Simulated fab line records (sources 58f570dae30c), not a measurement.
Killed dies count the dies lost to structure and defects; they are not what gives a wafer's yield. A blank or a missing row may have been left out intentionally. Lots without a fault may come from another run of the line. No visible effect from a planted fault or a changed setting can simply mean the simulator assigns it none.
Struck lot and sound lot, side by side    flow berkeley cmos170    16 out of 331 route steps
Sound: wafers L882.1, L882.2, L882.3. Struck: wafer L890.2. (L890.1, L890.4 of the same lot were not struck and are left out.) The cause comes at the end.
Order at every step that has rows: each side's tool, ch and its chambers, its first start. Under that, the readings that differ: sound wafers    struck wafers    difference of the means    sigmas: that difference in standard deviations of wafers without a fault.
alike: a reading whose means differ by less than 2 such deviations, as well as words and numbers matching on both sides. not compared: withheld readings; readings where some wafer has no value; bounds like >300 that might hide an equal value; numbers whose values overlap and for which the record gives no deviation.
Wherever a step has rows on one side only, a row that says differs or no value, or a row with sigmas, the two part there. Numbers that have no deviation but don't overlap get no sigmas and don't part them. A reading missing from all wafers of one side parts the sides only when that side holds two or more wafers.

UCB170_V1_CMP_02: polishes SiO2.
  sound on cmp-02 ch 0,2,3, day 9 13:06; struck on cmp-01 ch 0, day 11 06:49
  alike: edge zone pressure frac, motor current A
UCB170_V1_BOW_MEAS_03:
  struck on film metro-01, day 11 07:07; sound on film metro-02, day 9 13:21
  alike: V1_BOW
UCB170_V1_THK_MEAS_04:
  struck on film metro-01, day 11 07:14; sound on film metro-02, day 9 13:28
reading               sound              struck  difference  sigmas
V1_POLISHED_THK (nm)  999.4 998.2 999.0  1001.9  +3.0        +3
then, 7 steps without rows for these wafers: UCB170_V1_CLEAN_05 (cleans in DIW); UCB170_V1_HMDS_06 (prime time 60 s); UCB170_V1_COAT_07 (resist thk 900 nm); UCB170_V1_SOFTBAKE_08 (time 60 s); UCB170_V1_EXPOSE_09 (exposes mask VIA1, target cd 700 nm); UCB170_V1_PEB_10; UCB170_V1_DEVELOP_11 (develop time 45 s).
UCB170_V1_CD_MEAS_12: target cd 700 nm.
  struck on cd sem-01, day 11 08:58; sound on cd sem-01, day 9 14:33
  alike: cd nm
UCB170_V1_OVL_MEAS_13:
  struck on overlay-02, day 11 09:05; sound on overlay-01, day 9 14:40
  alike: V1_OVL
UCB170_V1_ETCH_14: etches SiO2 in CHF3/CF4/Ar, stops on Al, target depth 1250 nm, time 291 s.
  sound on rie diel-02 ch 0,1,2, day 9 14:42; struck on rie diel-01 ch 3, day 11 09:07
reading                              sound              struck   difference  sigmas
oes product au (a.u.)                0.861 0.856 0.888  0.840    -0.028      -2
over etch frac                       0.25 0.25 0.25     0.39501  +0.14501    
model.KrF_of_V1_COAT_07.thk nm (nm)  605.8 613 605.2    570.3    -37.7       
  alike: CHF3_flow_sccm, drypump motor current A, throttle valve pct
  not compared: rf hours counter h
UCB170_V1_STRIP_15: strips in O2.
  sound on plasma asher-04 ch 0,1, day 9 14:53; struck on plasma asher-01 ch 1, day 11 09:17
reading                       sound              struck  difference  sigmas
strip time to endpoint s (s)  15.21 15.39 15.21  14.37   -0.90       -8
  alike: drypump motor current A, oes product au
  not compared: rf hours counter h
UCB170_V1_CD_MEAS_90: target cd 700 nm.
  struck on cd sem-01, day 11 09:23; sound on cd sem-01, day 9 15:02
  alike: cd nm
UCB170_M3_PROBE_99:
  sound wafers here have rows in the record (prober-02, day 10 02:58); struck ones have none

WHERE THEY PART
Last at UCB170_M3_PROBE_99 as far as this record goes, first at UCB170_V1_THK_MEAS_04.

WHY: what had been put in by the simulator
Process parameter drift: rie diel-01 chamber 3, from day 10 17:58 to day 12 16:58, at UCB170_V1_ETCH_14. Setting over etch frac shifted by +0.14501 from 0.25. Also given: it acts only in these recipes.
